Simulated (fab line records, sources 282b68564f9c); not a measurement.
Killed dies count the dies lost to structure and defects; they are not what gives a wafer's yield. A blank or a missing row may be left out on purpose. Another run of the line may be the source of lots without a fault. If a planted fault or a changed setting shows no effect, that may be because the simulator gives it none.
fab line records ; flow rit_cmos
record lots=14; wafers=42; last_day=7
route steps=202 shown NRETRO@61 M1@202
lots that met no fault: from a run of the same line without faults
start_h: hours from the record's opening day to when the first of the lot's shown wafers began ; wait_h: hours from the lot's prior step to this one ; " repeats the value in the row above ; L1.1+2: a single row standing in for several wafers ; - value missing, or start not given ; * or withheld: withheld ; < > ~ a bound
route shown NAME@n: NAME is a module with steps in the file, n the number in the route of the first one ; usual: average and standard deviation across the fault-free wafers ; same: alike in all rows ; chamber/n: place in a boat ; sites: per-site readings ; _std_site: standard deviation of those values ; _edge_site: inner sites' mean taken away from outer sites' mean ; radius_mm: how far each site lies from the wafer's centre ; mask NAME#n: copy n ; behind: the last tool/chamber to shape the wafer ; hold: why the lot was held/for how many hours/how that ended ; device: names the non-switching transistor (n, p or np) ; end of line: the tests these same wafers got at the end of their route ; step lacking rows: just its recipe ; killed: not the wafer's yield, but the dies lost to structure and defects at the first sort ; map: a wafer's dies, marking killed ones x, the rest . and places with no die _
set.NAME: the setting as run; set.NAME@STEP: as run at that earlier step ; model.NAME: the simulator's own value behind a step, which no gauge read
route steps across a sampled set of lots; one table per step, one row per wafer
services: a tool's chamber out of use, with start hour (start_h, from the record's first day; less than 0 if before it), hours out, and reason
## steps
# step RIT_NRETRO_IMPLANT_08
# recipe species=P; energy_kev=70; dose_cm2=1e+13; tilt_deg=7
# usual dose_ions_cm2=1.0003e+13/1.1e+10; faraday_current_uA=31.6/0.62
lot.wafer;tool;chamber;start_h;wait_h;dose_ions_cm2;faraday_current_uA
L800.2;implanter-03;0;30.32;0.2;1.0009e+13;31.1
L800.3;implanter-03;0;30.32;0.2;1.0013e+13;31.9
L800.4;implanter-03;0;30.32;0.2;1.0033e+13;31.7
L802.1;implanter-01;0;40.04;0.2;1.0001e+13;31.6
L802.2;implanter-01;0;40.04;0.2;9.997e+12;31.3
L802.6;implanter-01;0;40.04;0.2;9.999e+12;31.5
L803.2;implanter-01;0;45.20;0.2;1.0007e+13;31.5
L803.3;implanter-01;0;45.20;0.2;1.0006e+13;31.5
L803.5;implanter-01;0;45.20;0.2;1.0015e+13;31.5
L805.1;implanter-02;0;54.42;0.2;1.0013e+13;31.5
L805.3;implanter-02;0;54.42;0.2;1.0004e+13;31.5
L805.6;implanter-02;0;54.42;0.2;9.999e+12;30.0
L807.1;implanter-02;0;64.85;0.2;1.0001e+13;32.6
L807.4;implanter-02;0;64.85;0.2;1.001e+13;31.5
L807.6;implanter-02;0;64.85;0.2;9.993e+12;30.7
L808.2;implanter-02;0;70.92;0.2;9.993e+12;32.5
L808.4;implanter-02;0;70.92;0.2;1.0023e+13;31.6
L808.6;implanter-02;0;70.92;0.2;9.989e+12;32.5
L809.2;implanter-03;0;77.39;0.2;9.999e+12;31.6
L809.3;implanter-03;0;77.39;0.2;1.0008e+13;32.1
L809.4;implanter-03;0;77.39;0.2;1.0006e+13;32.1
L810.1;implanter-02;0;80.04;0.2;9.986e+12;31.3
L810.2;implanter-02;0;80.04;0.2;1e+13;32.1
L810.3;implanter-02;0;80.04;0.2;1.0015e+13;31.4
L811.1;implanter-01;0;84.61;0.2;9.995e+12;30.5
L811.3;implanter-01;0;84.61;0.2;9.982e+12;31.4
L811.5;implanter-01;0;84.61;0.2;9.993e+12;31.8
L816.1;implanter-03;0;112.36;0.2;1.0012e+13;31.2
L816.2;implanter-03;0;112.36;0.2;9.992e+12;30.8
L816.5;implanter-03;0;112.36;0.2;9.995e+12;32.2
L818.1;implanter-01;0;125.26;0.2;1.0029e+13;31.5
L818.3;implanter-01;0;125.26;0.2;1.001e+13;32.7
L818.5;implanter-01;0;125.26;0.2;1.0012e+13;31.2
L820.2;implanter-02;0;131.75;0.2;1e+13;31.6
L820.3;implanter-02;0;131.75;0.2;9.998e+12;31.7
L820.5;implanter-02;0;131.75;0.2;1.0003e+13;32.7
L821.1;implanter-01;0;142.05;0.2;1.3708e+13;42.7
L821.4;implanter-01;0;142.05;0.2;1.3702e+13;43.8
L821.5;implanter-01;0;142.05;0.2;1.3717e+13;41.3
L822.1;implanter-01;0;147.01;0.2;1.3698e+13;41.9
L822.4;implanter-01;0;147.01;0.2;1.369e+13;43.8
L822.6;implanter-01;0;147.01;0.2;1.3714e+13;42.7
# step RIT_NRETRO_TW_MEAS_10
# usual NRETRO_TW=1050/4
lot.wafer;tool;chamber;start_h;wait_h;NRETRO_TW
L800.2;film_metro-01;-;30.63;0.1;1056
L800.3;film_metro-01;-;30.63;0.1;1051
L800.4;film_metro-01;-;30.63;0.1;1056
L802.1;film_metro-02;-;40.37;0.1;1045
L802.2;film_metro-02;-;40.37;0.1;1048
L802.6;film_metro-02;-;40.37;0.1;1044
L803.2;film_metro-04;-;45.51;0.1;1048
L803.3;film_metro-04;-;45.51;0.1;1046
L803.5;film_metro-04;-;45.51;0.1;1050
L805.1;film_metro-04;-;54.74;0.1;1047
L805.3;film_metro-04;-;54.74;0.1;1048
L805.6;film_metro-04;-;54.74;0.1;1047
L807.1;film_metro-01;-;65.17;0.1;1045
L807.4;film_metro-01;-;65.17;0.1;1040
L807.6;film_metro-01;-;65.17;0.1;1042
L808.2;film_metro-01;-;71.23;0.1;1049
L808.4;film_metro-01;-;71.23;0.1;1051
L808.6;film_metro-01;-;71.23;0.1;1047
L809.2;film_metro-02;-;77.70;0.1;1047
L809.3;film_metro-02;-;77.70;0.1;1049
L809.4;film_metro-02;-;77.70;0.1;1053
L810.1;film_metro-04;-;80.37;0.1;1056
L810.2;film_metro-04;-;80.37;0.1;1055
L810.3;film_metro-04;-;80.37;0.1;1051
L811.1;film_metro-04;-;84.94;0.1;1056
L811.3;film_metro-04;-;84.94;0.1;1048
L811.5;film_metro-04;-;84.94;0.1;1054
L816.1;film_metro-02;-;112.69;0.1;1045
L816.2;film_metro-02;-;112.69;0.1;1048
L816.5;film_metro-02;-;112.69;0.1;1047
L818.1;film_metro-02;-;125.58;0.1;1045
L818.3;film_metro-02;-;125.58;0.1;1045
L818.5;film_metro-02;-;125.58;0.1;1051
L820.2;film_metro-01;-;132.06;0.1;1055
L820.3;film_metro-01;-;132.06;0.1;1055
L820.5;film_metro-01;-;132.06;0.1;1052
L821.1;film_metro-01;-;142.38;0.1;1159
L821.4;film_metro-01;-;142.38;0.1;1161
L821.5;film_metro-01;-;142.38;0.1;1158
L822.1;film_metro-02;-;147.33;0.1;1165
L822.4;film_metro-02;-;147.33;0.1;1163
L822.6;film_metro-02;-;147.33;0.1;1159
# step RIT_M1_PROBE_99
# usual killed_at_M0_to_M3=0.0/0.14; killed_at_contacts=0.0/0.25; killed_at_front_end=6.6/2.7; killed_dies=6.7/2.7; killed_open=3.3/1.9; killed_short=3.4/1.9
# same gross_dies=264; killed_at_M4_up=0; killed_at_back_side=0; killed_at_other=0
lot.wafer;tool;chamber;start_h;wait_h;killed_at_M0_to_M3;killed_at_contacts;killed_at_front_end;killed_dies;killed_open;killed_short
L818.1;prober-01;-;161.62;0.1;0;0;3;3;2;1
L818.3;prober-01;-;161.72;0.2;0;0;5;5;3;2
L818.5;prober-01;-;161.82;0.2;0;0;6;6;3;3
# killed by level:class
L818.1 FOX1:geometric_particle:open=1 GATE:geometric_particle:short=1 GATE:geometric_particle:open=1
L818.3 GATE:geometric_particle:open=2 FOX2:geometric_particle:open=1 FOX2:geometric_particle:short=1 REOX:geometric_particle:short=1
L818.5 GATE:geometric_particle:short=2 GATE:geometric_particle:open=2 FOX1:geometric_particle:open=1 SILICIDE:geometric_particle:short=1
## services
tool;chamber;start_h;hours;kind
implanter-03;-;57.48;2.4;pm
implanter-03;-;91.23;1.7;repair
implanter-01;-;110.63;8.1;repair
## key
first_sign step=RIT_NRETRO_IMPLANT_08; reading=dose_ions_cm2; direction=up; sigmas=99+; usual=1.0003e+13; struck=1.3705e+13
effect step=RIT_NRETRO_IMPLANT_08; reading=faraday_current_uA; direction=up; sigmas=18; usual=31.6; struck=42.7
effect step=RIT_NRETRO_TW_MEAS_10; reading=NRETRO_TW; direction=up; sigmas=28; usual=1050; struck=1161
met_at RIT_NRETRO_IMPLANT_08
struck_lots L821,L822
tester_left_out L821,L822
loop_trim step=RIT_M1_EXPOSE_06; setting=dose; lots=L821,L822
onset_between 125.26 142.05
fault kind=process_parameter_drift; tool=implanter-01; chamber=-; onset_h=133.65; steps=RIT_NRETRO_IMPLANT_08; channel=dose_cm2; offset=3.7e+12; shape=step; end_h=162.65; acts_in=these_recipes_only; stated=1e+13
# tester_left_out: of these lots the tester's yield and bins aren't shown, on N5 and GAA mostly nor the transistor test; their killed dies are dies lost to structure and defects alone, not to doping, threshold or leakage, so they don't give the yield
# loop_trim: a control loop set the setting to another value than it would have without faults
